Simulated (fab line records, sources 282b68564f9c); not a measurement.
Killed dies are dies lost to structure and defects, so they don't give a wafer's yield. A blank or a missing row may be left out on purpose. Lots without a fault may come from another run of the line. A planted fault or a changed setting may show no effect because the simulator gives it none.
fab line records | flow rit_cmos
record lots=5 wafers=15 last_day=6
route steps=202 shown ACTIVE@19 FOX1@20 FOX2@23 NWELL@28 M1@202
lots that met no fault: from a run of the same line without faults
start_h: hours from the record's first day to the start of the lot's first wafer shown | wait_h: hours since the lot's step before | " the same as in the row above | L1.1+2: a row that stands for several wafers | - no value, or no start given | * or withheld: withheld | < > ~ a bound
route shown NAME@n: a module of which the file shows steps, and the number in the route of the first | usual: mean/standard deviation of fault-free wafers | same: alike in all rows | chamber/n: place in a boat | sites: the reading at each site | _std_site: their standard deviation | _edge_site: outer sites' mean less inner sites' | radius_mm: how far each site lies from the wafer's centre | mask NAME#n: copy n | behind: the tool/chamber that last shaped the wafer | hold: why the lot was held/for how many hours/how that ended | device: the transistor (n, p or np) that didn't switch | end of line: the same wafers' tests at the end of the route | a step without rows: its recipe alone | killed: dies lost to structure and defects at the first sort, not the wafer's yield | map: a wafer's dies, x killed, . not, _ none there
set.NAME: the setting as run; set.NAME@STEP: as run at that earlier step | model.NAME: the simulator's own value behind a step, which no gauge read
lots at some steps of the route; a table a step, a row a wafer
services: from which hour (start_h, from the record's first day; less than 0 if before it) a tool's chamber was out of use, for how many hours, and why
## steps
# step RIT_ACTIVE_CLEAN_17
# recipe chemistry=SC2 mix=3:3:50 time_s=600 temp_c=75 dry=n2_spin
# step RIT_FOX1_OXIDATION_00
# recipe temp_c=1100 ambient=H2O target_thk_a=3507 p_h2o_torr=720 ox_time_s=1130
# step RIT_FOX1_THK_MEAS_01
# recipe reads=SiO2_of_FOX1_OXIDATION_00
# usual FOX1_OXIDE_THK=351/5.3
# columns lot.wafer tool chamber start_h wait_h FOX1_OXIDE_THK[nm]
L654.1 film_metro-02 - 32.49 0.0 342
L654.2 " - " " 348
L654.3 " - " " 345
L660.2 film_metro-04 - 62.47 0.0 340
L660.5 " - " " 346
L660.6 " - " " 352
L661.1 film_metro-01 - 78.56 0.0 348
L661.3 " - " " 340
L661.6 " - " " 345
L663.1 film_metro-04 - 78.56 0.0 361
L663.3 " - " " 349
L663.5 " - " " 349
L664.2 film_metro-02 - 87.20 0.0 349
L664.4 " - " " 349
L664.5 " - " " 345
# step RIT_FOX1_WET_ETCH_02
# recipe chemistry=BOE target_depth_nm=350 time_s=390 temp_c=21.5 dry=n2_spin dilution=10:1 target=SiO2
# step RIT_FOX2_OXIDATION_00
# recipe temp_c=1100 ambient=H2O target_thk_a=3507 p_h2o_torr=720 ox_time_s=1130
# step RIT_FOX2_THK_MEAS_01
# recipe reads=SiO2_of_FOX2_OXIDATION_00
# usual FOX2_OXIDE_THK=352/5.5
# columns lot.wafer tool chamber start_h wait_h FOX2_OXIDE_THK[nm]
L654.1 film_metro-03 - 35.73 0.0 353
L654.2 " - " " 349
L654.3 " - " " 353
L660.2 film_metro-02 - 74.67 0.0 346
L660.5 " - " " 351
L660.6 " - " " 349
L661.1 film_metro-04 - 80.10 0.0 349
L661.3 " - " " 344
L661.6 " - " " 344
L663.1 film_metro-03 - 80.12 0.0 357
L663.3 " - " " 358
L663.5 " - " " 359
L664.2 film_metro-03 - 93.00 0.0 351
L664.4 " - " " 355
L664.5 " - " " 352
# step RIT_FOX2_CLEAN_02
# recipe chemistry=dHF dilution=50:1 time_s=180
# step RIT_FOX2_WET_ETCH_03
# recipe chemistry=H3PO4 target=Si3N4 target_depth_nm=195 temp_c=165 time_s=2700
# step RIT_FOX2_THK_MEAS_90
# recipe reads=SiO2_of_FOX2_OXIDATION_00
# usual FIELD_OXIDE_LEFT_1_THK=325/5.6
# columns lot.wafer tool chamber start_h wait_h FIELD_OXIDE_LEFT_1_THK[nm]
L654.1 film_metro-02 - 36.68 0.0 326
L654.2 " - " " 322
L654.3 " - " " 326
L660.2 film_metro-02 - 75.62 0.0 319
L660.5 " - " " 323
L660.6 " - " " 322
L661.1 film_metro-03 - 80.98 0.0 320
L661.3 " - " " 316
L661.6 " - " " 316
L663.1 film_metro-04 - 81.00 0.0 330
L663.3 " - " " 331
L663.5 " - " " 331
L664.2 film_metro-04 - 93.88 0.0 323
L664.4 " - " " 328
L664.5 " - " " 324
# step RIT_NWELL_HMDS_00
# recipe prime_time_s=60 prime_temp_c=140
# step RIT_NWELL_COAT_01
# recipe resist=NOVOLAK spin_rpm=2000 resist_thk_nm=1300
# step RIT_NWELL_SOFTBAKE_02
# recipe resist=NOVOLAK temp_c=90 time_s=60
# step RIT_NWELL_EXPOSE_03
# recipe mask_id=M2 na=0.57 target_cd_nm=43900 dose_mj=250
# columns lot.wafer tool chamber start_h wait_h mask
L654.1+2+3 iline_stepper-01 0 37.32 0.2 M2#0
L660.2+5+6 iline_stepper-02 0 76.50 0.5 M2#0
L661.1+3+6 iline_stepper-01 0 81.73 0.4 M2_R1#0
L663.1+3+5 iline_stepper-01 0 81.85 0.4 M2#0
L664.2+4+5 iline_stepper-01 0 94.53 0.1 M2#0
# step RIT_NWELL_PEB_04
# recipe resist=NOVOLAK temp_c=withheld time_s=withheld
# step RIT_M1_PROBE_99
# usual killed_at_M0_to_M3=0.0/0.083 killed_at_front_end=6.7/2.9 killed_dies=6.8/2.9 killed_open=3.5/2.1 killed_short=3.2/1.9
# same gross_dies=264 killed_at_M4_up=0 killed_at_back_side=0 killed_at_contacts=0 killed_at_other=0
# columns lot.wafer tool chamber start_h wait_h killed_at_M0_to_M3 killed_at_front_end killed_dies killed_open killed_short
L654.1 prober-01 - 94.47 0.1 1 7 8 7 1
L654.2 prober-01 - 94.52 0.1 0 4 4 3 1
L654.3 prober-01 - 94.57 0.2 0 3 3 1 2
L660.2 prober-01 - 128.08 0.1 0 7 7 0 7
L660.5 prober-01 - 128.23 0.2 0 6 6 2 4
L660.6 prober-01 - 128.28 0.2 0 5 5 3 2
L661.1 prober-01 - 134.37 0.1 0 5 5 0 5
L661.3 prober-01 - 134.47 0.2 0 4 4 3 1
L661.6 prober-01 - 134.62 0.2 0 4 4 2 2
L663.1 prober-02 - 135.87 0.1 0 5 5 5 0
L663.3 prober-02 - 135.97 0.2 0 4 4 3 1
L663.5 prober-02 - 136.07 0.2 0 4 4 1 3
L664.2 prober-02 - 141.44 0.1 0 2 2 0 2
L664.4 prober-02 - 141.54 0.2 0 10 10 3 7
L664.5 prober-02 - 141.59 0.2 0 11 11 7 4
# killed by level:class
L654.1 GATE:geometric_particle:open=4 REOX:geometric_particle:open=2 SPACER:geometric_particle:open=1 M1:geometric_particle:short=1
L654.2 SPACER:geometric_particle:open=2 GATE:geometric_particle:open=1 REOX:geometric_particle:short=1
L654.3 FOX1:geometric_particle:open=1 REOX:geometric_particle:short=1 SILICIDE:geometric_particle:short=1
L660.2 FOX2:geometric_particle:short=2 SILICIDE:geometric_particle:short=2 FOX1:geometric_particle:short=1 GATE:geometric_particle:short=1 SPACER:geometric_particle:short=1
L660.5 FOX1:geometric_particle:short=2 FOX2:geometric_particle:short=2 FOX1:geometric_particle:open=1 SILICIDE:geometric_particle:open=1
L660.6 GATE:geometric_particle:open=1 GATE:geometric_particle:short=1 REOX:geometric_particle:short=1 SPACER:geometric_particle:open=1 SILICIDE:geometric_particle:open=1
L661.1 GATE:geometric_particle:short=3 SPACER:geometric_particle:short=1 SILICIDE:geometric_particle:short=1
L661.3 GATE:geometric_particle:open=2 FOX1:geometric_particle:open=1 FOX2:geometric_particle:short=1
L661.6 GATE:geometric_particle:short=2 FOX1:geometric_particle:open=1 GATE:geometric_particle:open=1
L663.1 SPACER:geometric_particle:open=3 SILICIDE:geometric_particle:open=2
L663.3 SPACER:geometric_particle:open=3 SILICIDE:geometric_particle:short=1
L663.5 FOX1:geometric_particle:short=1 FOX2:geometric_particle:short=1 SILICIDE:geometric_particle:open=1 SILICIDE:geometric_particle:short=1
L664.2 GATE:geometric_particle:short=1 SILICIDE:geometric_particle:short=1
L664.4 GATE:geometric_particle:short=5 ACTIVE:geometric_particle:short=1 FOX1:geometric_particle:open=1 FOX2:geometric_particle:open=1 SILICIDE:geometric_particle:open=1 SILICIDE:geometric_particle:short=1
L664.5 FOX2:geometric_particle:open=3 GATE:geometric_particle:short=3 SPACER:geometric_particle:open=2 FOX1:geometric_particle:open=1 FOX2:geometric_particle:short=1 GATE:geometric_particle:open=1
## services
# columns tool chamber start_h hours kind
iline_stepper-01 - 32.97 1.7 pm
iline_stepper-01 0 48.18 - calibration
iline_stepper-01 - 61.82 1.3 repair
iline_stepper-02 0 65.64 - calibration
iline_stepper-01 - 84.52 4.3 pm
iline_stepper-02 - 91.78 1.7 pm
## key
first_sign step=RIT_NWELL_EXPOSE_03 reading=mask direction=changed
effect none on later readings
met_at RIT_NWELL_EXPOSE_03
struck_wafers L661.1,L661.3,L661.6
tester_left_out L661
onset_between 37.32 81.73
fault kind=wrong_mask tool=any chamber=- onset_h=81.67 steps=RIT_NWELL_EXPOSE_03 aux_copy=M2_R1#0 cd_offset_nm=300 scope=struck_lots_only
# tester_left_out: of these lots the tester's yield and bins aren't shown, on N5 and GAA mostly nor the transistor test; their killed dies are dies lost to structure and defects alone, not to doping, threshold or leakage, so they don't give the yield
